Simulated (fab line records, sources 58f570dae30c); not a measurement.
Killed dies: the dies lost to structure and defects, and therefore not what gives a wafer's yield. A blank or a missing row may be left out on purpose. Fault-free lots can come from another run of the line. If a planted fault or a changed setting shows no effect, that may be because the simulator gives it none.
fab line records	flow berkeley-cmos170
record lots=5	wafers=15	last-day=13
route steps=331 shown CONTACT@217 M1@238
lots that met no fault: taken from a fault-free run of the same line
start-h: the number of hours between the record's first day and the start of the first shown wafer of the lot	wait-h: hours from the lot's prior step to this one	" as in the row above	L1.1+2: a single row standing in for several wafers	- no value, or no start was given	* or withheld: withheld	< > ~ a bound
route shown NAME@n: NAME is a module with steps in the file, n the number in the route of the first one	usual: mean/standard deviation of fault-free wafers	same: alike in all rows	chamber/n: place in a boat	sites: readings site by site	_std_site: standard deviation across them	_edge_site: outer sites' mean less inner sites'	radius-mm: for every site, how far away it sits from the centre of the wafer	mask NAME#n: copy n	behind: the most recent tool/chamber to have shaped the wafer	hold: what put the lot on hold/how long, in hours/how the hold closed	device: whichever transistor did not switch (one of n, p or np)	end of line: the route-end tests of the same wafers	a step given without rows: its recipe and nothing more	killed: count of dies lost to structure and defects at first sort (not the wafer's yield)	map: a wafer's dies, x killed, . not, _ none there
set.NAME: the run value of the setting; set.NAME@STEP: its run value at that earlier step	model.NAME: the simulator's own value behind a step, which no gauge read
a table for each step, a row for each wafer; lots at some steps of the route
services: the hour from which a tool's chamber was out of use, counted from the record's first day as start-h (under 0 if before that day), plus the number of hours and why
## steps
# step UCB170_CONTACT_CVD_01
# recipe material=PSG	target-thk-nm=700	temp-c=450	precursor=SiH4/O2/PH3	time-s=2820	pressure-mtorr=300	sih4-flow-sccm=60	o2-flow-sccm=90	ph3-flow-sccm=25
# usual zone-power-source-pct=7.0/0.79
# same time-s=2820
lot.wafer	tool	chamber	start-h	wait-h	zone-power-source-pct
L077.1	lpcvd-01	0	170.65	0.0	6.5
L077.3	"	0	"	"	6.4
L077.4	"	0	"	"	6.5
L082.1	lpcvd-02	1	204.17	0.0	6.7
L082.2	"	1	"	"	6.7
L082.6	"	1	"	"	6.7
L085.1	lpcvd-01	1	230.53	0.0	8.7
L085.5	"	1	"	"	8.7
L085.6	"	1	"	"	8.6
L088.1	lpcvd-01	1	237.65	1.3	8.6
L088.2	"	1	"	"	8.6
L088.4	"	1	"	"	8.6
L096.2	lpcvd-02	1	295.65	0.0	6.6
L096.5	"	1	"	"	6.6
L096.6	"	1	"	"	6.6
# step UCB170_CONTACT_THK_MEAS_02
# recipe reads=PSG_of_CONTACT_CVD_01
# usual CONTACT_PSG_THK=702/5.3
lot.wafer	tool	chamber	start-h	wait-h	CONTACT_PSG_THK[nm]
L077.1	film-metro-01	-	172.44	0.0	705
L077.3	"	-	"	"	701
L077.4	"	-	"	"	699
L082.1	film-metro-01	-	205.95	0.0	700
L082.2	"	-	"	"	702
L082.6	"	-	"	"	701
L085.1	film-metro-04	-	232.31	0.0	708
L085.5	"	-	"	"	704
L085.6	"	-	"	"	707
L088.1	film-metro-04	-	239.43	0.0	697
L088.2	"	-	"	"	696
L088.4	"	-	"	"	698
L096.2	film-metro-02	-	297.44	0.0	707
L096.5	"	-	"	"	701
L096.6	"	-	"	"	706
# step UCB170_CONTACT_HMDS_03
# recipe prime-time-s=60	prime-temp-c=100
lot.wafer	tool	chamber	start-h	wait-h
L077.1+3+4	litho-track-04	0	172.50	0.1
L082.1+2+6	litho-track-04	0	206.31	0.4
L085.1+5+6	litho-track-01	0	232.66	0.3
L088.1+2+4	litho-track-01	0	239.50	0.1
L096.2+5+6	litho-track-03	0	297.60	0.2
# step UCB170_CONTACT_COAT_04
# recipe resist=KrF	spin-rpm=1500	resist-thk-nm=900
# usual dispense-pressure-kPa=54.0/2.7
lot.wafer	tool	chamber	start-h	wait-h	dispense-pressure-kPa
L077.1	litho-track-04	0	172.65	0.1	57.5
L077.3	"	0	"	"	57.6
L077.4	"	0	"	"	57.5
L082.1	litho-track-04	0	206.46	0.1	57.5
L082.2	"	0	"	"	57.5
L082.6	"	0	"	"	57.4
L085.1	litho-track-01	0	232.81	0.1	52.0
L085.5	"	0	"	"	52.0
L085.6	"	0	"	"	52.0
L088.1	litho-track-01	0	239.65	0.1	52.0
L088.2	"	0	"	"	52.0
L088.4	"	0	"	"	52.0
L096.2	litho-track-03	0	297.75	0.1	51.5
L096.5	"	0	"	"	51.6
L096.6	"	0	"	"	51.5
# step UCB170_CONTACT_SOFTBAKE_05
# recipe resist=KrF	temp-c=130	time-s=60
# same time-s=60
lot.wafer	tool	chamber	start-h	wait-h
L077.1+3+4	litho-track-04	0	172.80	0.1
L082.1+2+6	litho-track-04	0	206.61	0.1
L085.1+5+6	litho-track-01	0	232.96	0.1
L088.1+2+4	litho-track-01	0	239.80	0.1
L096.2+5+6	litho-track-03	0	297.90	0.1
# step UCB170_CONTACT_STRIP_06
# recipe chemistry=O2	power-w=400	pressure-mtorr=3500	platen-temp-c=withheld	o2-flow-sccm=400	overash-fraction=0.5
# usual drypump-motor-current-A=5.60/0.24	oes-product-au=0.735/0.0045	strip-time-to-endpoint-s=21.99/0.075
lot.wafer	tool	chamber	start-h	wait-h	drypump-motor-current-A	oes-product-au	rf-hours-counter-h	strip-time-to-endpoint-s
L077.1	plasma-asher-02	0	172.95	0.1	6.15	0.739	48	22.12
L077.3	"	0	"	"	6.15	0.738	-	22.13
L077.4	"	1	"	"	5.46	0.735	-	22.17
L082.1	plasma-asher-04	0	206.76	0.1	5.36	0.728	10	21.92
L082.2	"	1	"	"	5.54	0.726	10	21.92
L082.6	"	1	"	"	5.52	0.729	-	21.89
L085.1	plasma-asher-04	1	233.11	0.1	5.56	0.735	12	21.99
L085.5	"	1	"	"	5.58	0.735	-	22.01
L085.6	"	0	"	"	5.39	0.737	-	22.02
L088.1	plasma-asher-04	1	239.95	0.1	5.60	0.742	13	22.02
L088.2	"	0	"	"	5.36	0.736	13	21.97
L088.4	"	1	"	"	5.63	0.739	-	21.92
L096.2	plasma-asher-01	1	298.03	0.1	5.69	0.733	58	21.95
L096.5	"	1	"	"	5.68	0.737	-	21.90
L096.6	"	0	"	"	5.51	0.745	-	21.90
# step UCB170_CONTACT_CLEAN_07
# recipe chemistry=SPM	temp-c=120	time-s=600
# same time-s=600
lot.wafer	tool	chamber	start-h	wait-h
L077.1+3+4	wet-bench-03	1	173.05	0.1
L082.1+2+6	wet-bench-01	3	206.87	0.1
L085.1+5+6	wet-bench-01	0	233.22	0.1
L088.1+2+4	wet-bench-01	0	240.12	0.1
L096.2+5+6	wet-bench-01	1	298.13	0.1
# step UCB170_CONTACT_RTA_08
# recipe temp-c=900	time-s=10	ambient=N2
# usual lamp-power-pct=26.7/0.41	wafer_temp_C_max=903.7/1.2
# same time-s=10
lot.wafer	tool	chamber	start-h	wait-h	lamp-power-pct	wafer_temp_C_max
L077.1	rtp-anneal-01	0	173.22	0.0	26.2	905.8
L077.3	"	0	"	"	26.2	904.9
L077.4	"	0	"	"	26.2	904.5
L082.1	rtp-anneal-02	0	207.05	0.0	27.0	901.7
L082.2	"	0	"	"	27.0	902.5
L082.6	"	0	"	"	27.1	902.5
L085.1	rtp-anneal-01	0	233.41	0.0	26.2	904.0
L085.5	"	0	"	"	26.2	903.5
L085.6	"	0	"	"	26.2	903.5
L088.1	rtp-anneal-02	0	240.29	0.0	27.0	902.8
L088.2	"	0	"	"	27.0	903.8
L088.4	"	0	"	"	27.0	902.7
L096.2	rtp-anneal-02	0	298.31	0.0	27.0	903.3
L096.5	"	0	"	"	27.1	902.6
L096.6	"	0	"	"	27.0	904.0
# step UCB170_CONTACT_COAT_09
# recipe resist=BARC	temp-c=withheld	time-s=withheld	spin-rpm=3000	resist-thk-nm=withheld
# usual dispense-pressure-kPa=53.7/2.7
lot.wafer	tool	chamber	start-h	wait-h	dispense-pressure-kPa
L077.1	litho-track-04	0	173.29	0.1	57.6
L077.3	"	0	"	"	57.6
L077.4	"	0	"	"	57.5
L082.1	litho-track-01	0	207.11	0.1	52.1
L082.2	"	0	"	"	52.1
L082.6	"	0	"	"	52.1
L085.1	litho-track-04	0	233.47	0.1	57.5
L085.5	"	0	"	"	57.5
L085.6	"	0	"	"	57.5
L088.1	litho-track-01	0	240.36	0.1	52.0
L088.2	"	0	"	"	52.1
L088.4	"	0	"	"	52.0
L096.2	litho-track-03	0	298.67	0.3	51.6
L096.5	"	0	"	"	51.6
L096.6	"	0	"	"	51.6
# step UCB170_CONTACT_COAT_10
# recipe resist=KrF	spin-rpm=1500	resist-thk-nm=900
# usual dispense-pressure-kPa=53.7/2.7
lot.wafer	tool	chamber	start-h	wait-h	dispense-pressure-kPa
L077.1	litho-track-04	0	-	-	57.5
L077.3	"	0	"	"	57.5
L077.4	"	0	"	"	57.5
L082.1	litho-track-01	0	-	-	52.0
L082.2	"	0	"	"	52.0
L082.6	"	0	"	"	51.9
L085.1	litho-track-04	0	-	-	57.4
L085.5	"	0	"	"	57.5
L085.6	"	0	"	"	57.4
L088.1	litho-track-01	0	-	-	52.0
L088.2	"	0	"	"	52.0
L088.4	"	0	"	"	51.9
L096.2	litho-track-03	0	-	-	51.5
L096.5	"	0	"	"	51.5
L096.6	"	0	"	"	51.6
# step UCB170_CONTACT_SOFTBAKE_11
# recipe resist=KrF	temp-c=130	time-s=60
# same time-s=60
lot.wafer	tool	chamber	start-h	wait-h
L077.1+3+4	litho-track-04	0	-	-
L082.1+2+6	litho-track-01	0	-	-
L085.1+5+6	litho-track-04	0	-	-
L088.1+2+4	litho-track-01	0	-	-
L096.2+5+6	litho-track-03	0	-	-
# step UCB170_CONTACT_EXPOSE_12
# recipe mask-id=CONT	target-cd-nm=700	na=0.5	sigma-outer=0.6	source-shape=conventional	dose-mj=35
# usual stage-vel-mm-s=499.99/0.23
lot.wafer	tool	chamber	start-h	wait-h	mask	stage-vel-mm-s
L077.1	krf-scanner-01	0	173.91	-	CONT#0	500.12
L077.3	"	0	"	"	CONT#0	500.29
L077.4	"	0	"	"	CONT#0	500.14
L082.1	krf-scanner-02	0	207.69	-	CONT#0	500.06
L082.2	"	0	"	"	CONT#0	500.26
L082.6	"	0	"	"	CONT#0	500.11
L085.1	krf-scanner-02	0	234.14	-	CONT#0	499.87
L085.5	"	0	"	"	CONT#0	499.69
L085.6	"	0	"	"	CONT#0	499.79
L088.1	krf-scanner-02	0	240.92	-	CONT#0	500.32
L088.2	"	0	"	"	CONT#0	500.19
L088.4	"	0	"	"	CONT#0	499.74
L096.2	krf-scanner-01	0	299.24	-	CONT#0	499.76
L096.5	"	0	"	"	CONT#0	499.61
L096.6	"	0	"	"	CONT#0	500.13
# step UCB170_CONTACT_PEB_13
# recipe peb-temp-c=130	peb-time-s=withheld	resist=KrF
lot.wafer	tool	chamber	start-h	wait-h
L077.1+3+4	litho-track-04	0	174.39	0.5
L082.1+2+6	litho-track-01	0	207.81	0.1
L085.1+5+6	litho-track-01	0	234.26	0.1
L088.1+2+4	litho-track-04	0	241.26	0.3
L096.2+5+6	litho-track-04	0	299.46	0.2
# step UCB170_CONTACT_DEVELOP_14
# recipe developer=TMAH	develop-time-s=45	resist=KrF	dev-temp-c=21
lot.wafer	tool	chamber	start-h	wait-h
L077.1+3+4	litho-track-04	0	-	-
L082.1+2+6	litho-track-01	0	-	-
L085.1+5+6	litho-track-01	0	-	-
L088.1+2+4	litho-track-04	0	-	-
L096.2+5+6	litho-track-04	0	-	-
# step UCB170_CONTACT_CD_MEAS_15
# recipe target-cd-nm=700
# usual cd-nm=700.1/1.6
lot.wafer	tool	chamber	start-h	wait-h	cd-nm
L077.1	cd-sem-02	-	174.66	-	697.5
L077.3	"	-	"	"	696.4
L077.4	"	-	"	"	697.6
L082.1	cd-sem-02	-	208.08	-	699.1
L082.2	"	-	"	"	699.1
L082.6	"	-	"	"	699.1
L085.1	cd-sem-02	-	234.53	-	699.4
L085.5	"	-	"	"	700.7
L085.6	"	-	"	"	699.7
L088.1	cd-sem-01	-	241.53	-	699.7
L088.2	"	-	"	"	701.1
L088.4	"	-	"	"	701.1
L096.2	cd-sem-02	-	299.73	-	699.4
L096.5	"	-	"	"	698.9
L096.6	"	-	"	"	699.0
# step UCB170_CONTACT_OVL_MEAS_16
# usual CONTACT_OVL=0/4.7
lot.wafer	tool	chamber	start-h	wait-h	CONTACT_OVL[nm]
L077.1	overlay-01	-	174.78	0.1	-2
L077.3	"	-	"	"	0
L077.4	"	-	"	"	-1
L082.1	overlay-02	-	208.20	0.1	2
L082.2	"	-	"	"	-2
L082.6	"	-	"	"	2
L085.1	overlay-02	-	234.65	0.1	-1
L085.5	"	-	"	"	3
L085.6	"	-	"	"	-1
L088.1	overlay-01	-	241.65	0.1	-2
L088.2	"	-	"	"	-3
L088.4	"	-	"	"	4
L096.2	overlay-01	-	299.83	0.1	5
L096.5	"	-	"	"	-2
L096.6	"	-	"	"	-1
# step UCB170_CONTACT_ETCH_17
# recipe chemistry=N2/H2	target-depth-a=withheld	overetch-a=withheld	target=BARC	time-s=withheld	source-w=500	bias-w=100	pressure-mtorr=30	n2-flow-sccm=100	h2-flow-sccm=200
# usual drypump-motor-current-A=5.65/0.25	oes-product-au=1.009/0.021	throttle-valve-pct=13.28/0.16
lot.wafer	tool	chamber	start-h	wait-h	drypump-motor-current-A	oes-product-au	throttle-valve-pct
L077.1	rie-diel-02	1	174.82	0.0	5.03	0.991	13.08
L077.3	"	3	"	"	5.76	1.009	13.03
L077.4	"	0	"	"	5.84	0.992	13.29
L082.1	rie-diel-04	1	208.24	0.0	5.37	1.012	13.12
L082.2	"	3	"	"	5.84	0.972	13.12
L082.6	"	0	"	"	5.46	1.003	13.36
L085.1	rie-diel-04	3	234.69	0.0	5.85	0.974	13.14
L085.5	"	1	"	"	5.37	1.015	13.13
L085.6	"	0	"	"	5.42	0.993	13.36
L088.1	rie-diel-01	0	241.69	0.0	6.00	1.004	13.46
L088.2	"	2	"	"	5.52	1.010	13.38
L088.4	"	1	"	"	5.59	1.028	13.33
L096.2	rie-diel-01	2	299.86	0.0	5.52	1.019	13.36
L096.5	"	0	"	"	5.99	1.037	13.46
L096.6	"	1	"	"	5.58	1.039	13.33
# step UCB170_CONTACT_ETCH_18
# recipe chemistry=CHF3/CF4/Ar	target=PSG	stop-on=TiSi2	CHF3_flow_sccm=45	cf4-flow-sccm=15	Ar_flow_sccm=150	pressure-mtorr=200	rf-w=700	target-depth-a=8400	over-etch-frac=0.2	time-s=195
# usual CHF3_flow_sccm=44.99/0.12	cf4-flow-sccm=15.00/0.048	drypump-motor-current-A=5.65/0.25	oes-product-au=0.896/0.015	throttle-valve-pct=6.92/0.13
# same time-s=195
lot.wafer	tool	chamber	start-h	wait-h	CHF3_flow_sccm	cf4-flow-sccm	drypump-motor-current-A	oes-product-au	rf-hours-counter-h	throttle-valve-pct
L077.1	rie-diel-02	1	-	-	44.93	14.93	5.03	0.886	110	6.86
L077.3	"	3	"	"	45.14	14.96	5.79	0.875	82	6.87
L077.4	"	0	"	"	45.01	14.99	5.83	0.883	11	6.99
L082.1	rie-diel-04	1	-	-	45.12	14.98	5.36	0.890	113	6.74
L082.2	"	3	"	"	45.02	15.01	5.83	0.873	5	6.77
L082.6	"	0	"	"	44.98	15.06	5.44	0.900	-	6.97
L085.1	rie-diel-04	3	-	-	45.14	15.02	5.84	0.884	6	6.80
L085.5	"	1	"	"	45.04	14.95	5.39	0.888	-	6.75
L085.6	"	0	"	"	44.96	14.94	5.44	0.898	-	6.98
L088.1	rie-diel-01	0	-	-	44.91	15.02	6.02	0.888	138	7.07
L088.2	"	2	"	"	45.21	14.91	5.50	0.905	119	7.00
L088.4	"	1	"	"	44.95	15.03	5.55	0.914	-	6.96
L096.2	rie-diel-01	2	-	-	44.98	14.98	5.50	0.913	123	6.99
L096.5	"	0	"	"	45.01	14.96	6.04	0.911	-	7.07
L096.6	"	1	"	"	45.05	14.98	5.58	0.918	-	6.97
# step UCB170_CONTACT_STRIP_19
# recipe chemistry=O2	power-w=400	pressure-mtorr=3500	platen-temp-c=withheld	o2-flow-sccm=400	overash-fraction=0.5
# usual drypump-motor-current-A=5.63/0.25	oes-product-au=0.725/0.0049
lot.wafer	tool	chamber	start-h	wait-h	drypump-motor-current-A	oes-product-au	rf-hours-counter-h
L077.1	plasma-asher-04	0	174.99	-	5.36	0.733	7
L077.3	"	0	"	"	5.36	0.725	-
L077.4	"	1	"	"	5.59	0.717	-
L082.1	plasma-asher-01	0	208.40	-	5.52	0.726	49
L082.2	"	1	"	"	5.67	0.730	49
L082.6	"	1	"	"	5.67	0.722	-
L085.1	plasma-asher-01	0	234.86	-	5.54	0.722	51
L085.5	"	0	"	"	5.52	0.727	-
L085.6	"	1	"	"	5.66	0.735	-
L088.1	plasma-asher-01	0	241.85	-	5.53	0.728	52
L088.2	"	1	"	"	5.67	0.728	52
L088.4	"	1	"	"	5.64	0.728	-
L096.2	plasma-asher-01	1	300.03	-	5.64	0.720	58
L096.5	"	1	"	"	5.66	0.728	-
L096.6	"	0	"	"	5.52	0.725	-
# step UCB170_CONTACT_CD_MEAS_90
# recipe target-cd-nm=700
# usual cd-nm=700.2/1.9
lot.wafer	tool	chamber	start-h	wait-h	cd-nm
L077.1	cd-sem-01	-	175.09	0.1	697.3
L077.3	"	-	"	"	697.4
L077.4	"	-	"	"	697.8
L082.1	cd-sem-01	-	208.50	0.1	699.4
L082.2	"	-	"	"	697.4
L082.6	"	-	"	"	697.3
L085.1	cd-sem-02	-	234.96	0.1	697.9
L085.5	"	-	"	"	701.4
L085.6	"	-	"	"	698.0
L088.1	cd-sem-01	-	241.95	0.1	702.2
L088.2	"	-	"	"	701.1
L088.4	"	-	"	"	701.2
L096.2	cd-sem-02	-	300.15	0.1	699.3
L096.5	"	-	"	"	698.4
L096.6	"	-	"	"	699.9
# step UCB170_CONTACT_CLEAN_20
# recipe chemistry=SPM	temp-c=120	time-s=600
# same time-s=600
lot.wafer	tool	chamber	start-h	wait-h
L077.1+3+4	wet-bench-02	0	175.21	0.1
L082.1+2+6	wet-bench-02	3	210.01	1.5
L085.1+5+6	wet-bench-01	2	235.27	0.3
L088.1+2+4	wet-bench-03	1	242.88	0.9
L096.2+5+6	wet-bench-01	3	300.25	0.1
# step UCB170_M1_SPUTTER_00
# recipe material=Al	target-thk-nm=600	time-s=80	power-w=6000	chamber-pressure-pa=0.5
# usual throttle-valve-pct=30.2/1.5
# same time-s=80
lot.wafer	tool	chamber	start-h	wait-h	throttle-valve-pct
L077.1	pvd-sputter-04	-	175.38	0.0	28.5
L077.3	"	-	"	"	28.7
L077.4	"	-	"	"	32.0
L082.1	pvd-sputter-04	-	210.22	0.0	30.4
L082.2	"	-	"	"	29.0
L082.6	"	-	"	"	28.8
L085.1	pvd-sputter-01	-	235.46	0.0	27.3
L085.5	"	-	"	"	28.6
L085.6	"	-	"	"	31.0
L088.1	pvd-sputter-04	-	243.07	0.0	32.3
L088.2	"	-	"	"	28.4
L088.4	"	-	"	"	30.7
L096.2	pvd-sputter-01	-	300.43	0.0	31.6
L096.5	"	-	"	"	31.6
L096.6	"	-	"	"	28.2
# step UCB170_M1_RS_MEAS_01
# recipe thk-meas-gauge=four-point-probe	reads=Al_of_M1_SPUTTER_00
# usual M1_AL_RS=0.0484/0.00049
lot.wafer	tool	chamber	start-h	wait-h	M1_AL_RS[ohm/sq]
L077.1	film-metro-03	-	175.44	0.0	0.0487
L077.3	"	-	"	"	0.0483
L077.4	"	-	"	"	0.0481
L082.1	film-metro-02	-	210.28	0.0	0.0486
L082.2	"	-	"	"	0.0486
L082.6	"	-	"	"	0.0491
L085.1	film-metro-02	-	235.68	0.2	0.0476
L085.5	"	-	"	"	0.0476
L085.6	"	-	"	"	0.0480
L088.1	film-metro-02	-	243.13	0.0	0.0479
L088.2	"	-	"	"	0.0488
L088.4	"	-	"	"	0.0482
L096.2	film-metro-02	-	300.51	0.1	0.0478
L096.5	"	-	"	"	0.0481
L096.6	"	-	"	"	0.0482
# step UCB170_M1_THK_MEAS_02
# recipe thk-meas-gauge=xrf	reads=Al_of_M1_SPUTTER_00
# usual M1_AL_THK=608/6.8
lot.wafer	tool	chamber	start-h	wait-h	M1_AL_THK[nm]
L077.1	film-metro-03	-	175.56	0.1	603
L077.3	"	-	"	"	610
L077.4	"	-	"	"	612
L082.1	film-metro-02	-	210.40	0.1	604
L082.2	"	-	"	"	605
L082.6	"	-	"	"	601
L085.1	film-metro-02	-	235.80	0.1	617
L085.5	"	-	"	"	616
L085.6	"	-	"	"	612
L088.1	film-metro-02	-	243.25	0.1	614
L088.2	"	-	"	"	598
L088.4	"	-	"	"	604
L096.2	film-metro-02	-	300.62	0.1	616
L096.5	"	-	"	"	614
L096.6	"	-	"	"	610
# step UCB170_M1_COAT_03
# recipe resist=BARC	temp-c=withheld	time-s=withheld	spin-rpm=3000	resist-thk-nm=withheld
# usual dispense-pressure-kPa=53.7/2.5
lot.wafer	tool	chamber	start-h	wait-h	dispense-pressure-kPa
L077.1	litho-track-02	0	175.62	0.1	52.1
L077.3	"	0	"	"	52.1
L077.4	"	0	"	"	52.1
L082.1	litho-track-01	0	210.46	0.1	52.1
L082.2	"	0	"	"	52.1
L082.6	"	0	"	"	52.1
L085.1	litho-track-02	0	236.21	0.4	52.1
L085.5	"	0	"	"	52.2
L085.6	"	0	"	"	52.1
L088.1	litho-track-01	0	243.31	0.1	52.1
L088.2	"	0	"	"	52.0
L088.4	"	0	"	"	52.0
L096.2	litho-track-04	0	300.69	0.1	57.5
L096.5	"	0	"	"	57.5
L096.6	"	0	"	"	57.5
## services
tool	chamber	start-h	hours	kind
krf-scanner-01	-	153.33	1.3	pm
rtp-anneal-02	-	153.83	2.7	pm
pvd-sputter-04	-	158.36	6.4	repair
krf-scanner-01	-	163.32	3.6	pm
rie-diel-01	-	170.96	4.3	pm
rie-diel-04	0	191.40	16.0	repair
krf-scanner-02	-	194.06	1.0	pm
krf-scanner-02	-	201.99	0.8	pm
krf-scanner-01	-	205.97	4.0	pm
rie-diel-01	0	226.26	5.6	repair
rie-diel-01	3	227.97	16.9	repair
rie-diel-01	2	231.86	7.1	repair
rie-diel-04	2	244.12	4.3	repair
rie-diel-04	0	248.04	4.1	repair
rie-diel-02	3	251.18	7.4	repair
krf-scanner-01	-	259.25	0.2	repair
krf-scanner-01	-	267.47	1.0	pm
rie-diel-01	1	271.30	2.6	repair
rie-diel-02	-	273.34	0.5	repair
krf-scanner-01	-	274.71	17.8	repair
krf-scanner-02	-	278.54	0.8	repair
krf-scanner-01	-	278.90	0.9	repair
krf-scanner-01	-	292.52	0.8	pm
rie-diel-04	-	299.10	2.8	pm
## key
fault none
